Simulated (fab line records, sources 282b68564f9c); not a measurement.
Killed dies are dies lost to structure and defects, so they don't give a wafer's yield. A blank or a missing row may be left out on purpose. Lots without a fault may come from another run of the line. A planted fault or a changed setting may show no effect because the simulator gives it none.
Which tool did it? | flow rit_cmos | 14 lots, 42 wafers sampled, at 1 step of a route of 202

WHAT THE GAUGES READ, wafer by wafer
The record holds no reading of a measuring or inspecting step that can be judged against a usual standard deviation.

WHICH TOOL RAN EACH LOT (tool, then ch and the chambers of the sampled wafers, then the start)
lot  | RIT_SILICIDE_RTA_06
L915 | rtp_anneal-02 ch 0, day 3 03:43
L916 | rtp_anneal-01 ch 0, day 3 08:09
L917 | rtp_anneal-02 ch 0, day 3 11:42
L918 | rtp_anneal-01 ch 0, day 3 18:09
L921 | rtp_anneal-02 ch 0, day 4 08:38
L922 | rtp_anneal-01 ch 0, day 4 12:32
L923 | rtp_anneal-02 ch 0, day 4 19:46
L924 | rtp_anneal-01 ch 0, day 5 02:34
L925 | rtp_anneal-01 ch 0, day 5 10:13
L926 | rtp_anneal-01 ch 0, day 5 10:20
L930 | rtp_anneal-01 ch 0, day 6 06:07
L932 | rtp_anneal-01 ch 0, day 6 18:41
L934 | rtp_anneal-01 ch 0, day 7 02:26
L937 | rtp_anneal-02 ch 0, day 7 17:31
- RIT_SILICIDE_RTA_06: time 10 s, ramp up 5 s, ramp down 10 s.

WHAT THE TOOLS THEMSELVES READ (means of the sampled wafers that have a number; where no wafer has one, the mark that the record gives instead)
RIT_SILICIDE_RTA_06.
lot  | tool          | chamber_o2_ppm | wafer_temp_C_max
L915 | rtp_anneal-02 | 2.019          | 752.2
L916 | rtp_anneal-01 | 1.989          | 752.9
L917 | rtp_anneal-02 | 1.998          | 752.5
L918 | rtp_anneal-01 | 1.990          | 753.4
L921 | rtp_anneal-02 | 2.014          | 752.9
L922 | rtp_anneal-01 | 2.013          | 753.4
L923 | rtp_anneal-02 | 2.023          | 752.4
L924 | rtp_anneal-01 | 2.008          | 753.2
L925 | rtp_anneal-01 | 2.009          | 753.7
L926 | rtp_anneal-01 | 2.021          | 754.2
L930 | rtp_anneal-01 | 2.013          | 753.0
L932 | rtp_anneal-01 | 2.017          | 693.2
L934 | rtp_anneal-01 | 2.002          | 693.3
L937 | rtp_anneal-02 | 2.001          | 752.0

THE ANSWER, worked out from the rows above alone
Rule: what is usual is taken from the lots themselves. Put in order of their means at a reading, lots are off if they are a third of the lots or fewer, leave a main group of 4 or more, and stand apart from it by a gap of 3 or more times the standard deviation of the main group's means; of several such gaps the widest counts. A main group whose means are all the same, to the digits that the tables above print for the reading, isn't used. A lot without any number at a reading at which 4 lots or more have one is off too. The other lots that the step has rows for count as sound. The gauges are gone through in route order, then the tools' own readings, and for those a lot's mean is taken as printed above. The first step at which some lot is off is used, and at that step the reading that is off furthest; a lot without a number counts as furthest.
Off: L932, L934, at RIT_SILICIDE_RTA_06 (wafer_temp_C_max). The main group: mean 753.0, standard deviation 0.62.
A tool fits if, at that step or a process step before it, it ran every lot that is off, and no sound lot after the first of them. One fits: rtp_anneal-01 at RIT_SILICIDE_RTA_06. Its last sound lot is L930 (day 6 06:07), its first lot that is off L932 (day 6 18:41): a fault that began between those two fits.
The tool's own readings at RIT_SILICIDE_RTA_06 bear it out: on the lots that are off they differ by more than 5 times the standard deviation of the sound lots' means. wafer_temp_C_max reads 693.2 there against 753.0 on the sound lots.

WHAT THE SIMULATOR HAD PUT IN
Process parameter drift: rtp_anneal-01, from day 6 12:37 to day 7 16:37, at RIT_SILICIDE_RTA_06. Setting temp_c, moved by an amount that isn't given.
Lots struck among those shown: L932, L934. The rule above found the same.
